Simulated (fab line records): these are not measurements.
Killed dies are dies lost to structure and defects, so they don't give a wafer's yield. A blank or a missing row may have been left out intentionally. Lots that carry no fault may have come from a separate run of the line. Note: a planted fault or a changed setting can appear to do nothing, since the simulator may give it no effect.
Which tool did it? :: flow rit-cmos :: Sampling: 14 lots, 42 wafers, 2 of 202 route steps

== WHAT THE GAUGES READ, wafer by wafer ==
Not one reading of a measure or inspect step in the record can be checked against a usual standard deviation.

== WHICH TOOL RAN EACH LOT (tool, then ch and the chambers of the sampled wafers, then the start) ==
lot: L888
RIT_NSD_COAT_01: litho-track-01 ch 0, day 2 21:59
RIT_M1_PROBE_99: -

lot: L889
RIT_NSD_COAT_01: litho-track-01 ch 0, day 3 04:26
RIT_M1_PROBE_99: -

lot: L890
RIT_NSD_COAT_01: litho-track-03 ch 0, day 3 12:28
RIT_M1_PROBE_99: -

lot: L891
RIT_NSD_COAT_01: litho-track-01 ch 0, day 3 14:50
RIT_M1_PROBE_99: -

lot: L892
RIT_NSD_COAT_01: litho-track-03 ch 0, day 3 18:50
RIT_M1_PROBE_99: -

lot: L893
RIT_NSD_COAT_01: litho-track-04 ch 0, day 4 00:01
RIT_M1_PROBE_99: -

lot: L894
RIT_NSD_COAT_01: litho-track-01 ch 0, day 4 06:23
RIT_M1_PROBE_99: -

lot: L895
RIT_NSD_COAT_01: litho-track-01 ch 0, day 4 14:23
RIT_M1_PROBE_99: -

lot: L900
RIT_NSD_COAT_01: litho-track-01 ch 0, day 5 14:15
RIT_M1_PROBE_99: prober-02, day 6 01:58

lot: L902
RIT_NSD_COAT_01: litho-track-04 ch 0, day 5 23:04
RIT_M1_PROBE_99: -

lot: L904
RIT_NSD_COAT_01: litho-track-04 ch 0, day 6 12:01
RIT_M1_PROBE_99: -

lot: L906
RIT_NSD_COAT_01: litho-track-03 ch 0, day 6 21:29
RIT_M1_PROBE_99: -

lot: L910
RIT_NSD_COAT_01: litho-track-01 ch 0, day 7 13:11
RIT_M1_PROBE_99: -

lot: L911
RIT_NSD_COAT_01: litho-track-03 ch 0, day 7 19:08
RIT_M1_PROBE_99: -
- RIT_NSD_COAT_01: resist thk 1000 nm.
- RIT_M1_PROBE_99

== AS READ BY THE TOOLS THEMSELVES (means over the sampled wafers that have a number; for cases with no such wafer, the mark the record gives instead) ==
RIT_NSD_COAT_01.
lot: L888
tool: litho-track-01
spin-speed-rpm (rpm): 3244.8

lot: L889
tool: litho-track-01
spin-speed-rpm (rpm): 3247.6

lot: L890
tool: litho-track-03
spin-speed-rpm (rpm): 3251.0

lot: L891
tool: litho-track-01
spin-speed-rpm (rpm): 3253.5

lot: L892
tool: litho-track-03
spin-speed-rpm (rpm): 3252.1

lot: L893
tool: litho-track-04
spin-speed-rpm (rpm): 3252.8

lot: L894
tool: litho-track-01
spin-speed-rpm (rpm): 3250.7

lot: L895
tool: litho-track-01
spin-speed-rpm (rpm): 3250.3

lot: L900
tool: litho-track-01
spin-speed-rpm (rpm): 3248.5

lot: L902
tool: litho-track-04
spin-speed-rpm (rpm): 3335.4

lot: L904
tool: litho-track-04
spin-speed-rpm (rpm): 3334.9

lot: L906
tool: litho-track-03
spin-speed-rpm (rpm): 3249.7

lot: L910
tool: litho-track-01
spin-speed-rpm (rpm): 3250.4

lot: L911
tool: litho-track-03
spin-speed-rpm (rpm): 3252.0

RIT_M1_PROBE_99.
lot: L900
tool: prober-02
killed_at_M0_to_M3: 0.0
killed-at-contacts: 0.3
killed-at-front-end: 5
killed-dies: 5
killed-open: 2.3
killed-short: 2.7

== THE ANSWER, worked out from the rows above alone ==
Rule: what is usual is taken from the lots themselves. The widest of any qualifying gaps counts: lots, ordered by their means at a reading, are off when they make up no more than a third of the lots, leave a main group of 4 or more, and stand apart from it by 3 or more times the standard deviation of that group's means. The tables above print the reading to a certain number of digits; a main group whose means all agree to those digits is not used. A lot without any number at a reading at which 4 lots or more have one is off too. The other lots that the step has rows for count as sound. Order of review: gauges by route order, followed by the tools' own readings, for which a lot's mean as printed above is used. The first step at which some lot is off is used, and at that step the reading that is off furthest; a lot without a number counts as furthest.
Off: L902, L904 (RIT_NSD_COAT_01, spin-speed-rpm). Main group: mean 3250.3 rpm, sd 2.3.
A tool fits if, at that step or a process step before it, it ran every lot that is off, and no sound lot after the first of them. One fits: litho-track-04 at RIT_NSD_COAT_01. A fault onset in the window from L893 (day 4 00:01, its last sound lot) to L902 (day 5 23:04, its first lot off) fits.
The tool's own readings at RIT_NSD_COAT_01 bear it out: on the lots that are off they differ by more than 5 times the standard deviation of the sound lots' means. spin-speed-rpm reads 3335.2 rpm there against 3250.3 rpm on the sound lots.

== WHAT THE SIMULATOR HAD INSERTED ==
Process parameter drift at RIT_NSD_COAT_01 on litho-track-04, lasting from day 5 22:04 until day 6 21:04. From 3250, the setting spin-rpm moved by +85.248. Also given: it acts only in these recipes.
Struck lots among those shown: L902, L904. The same result came from the rule above.
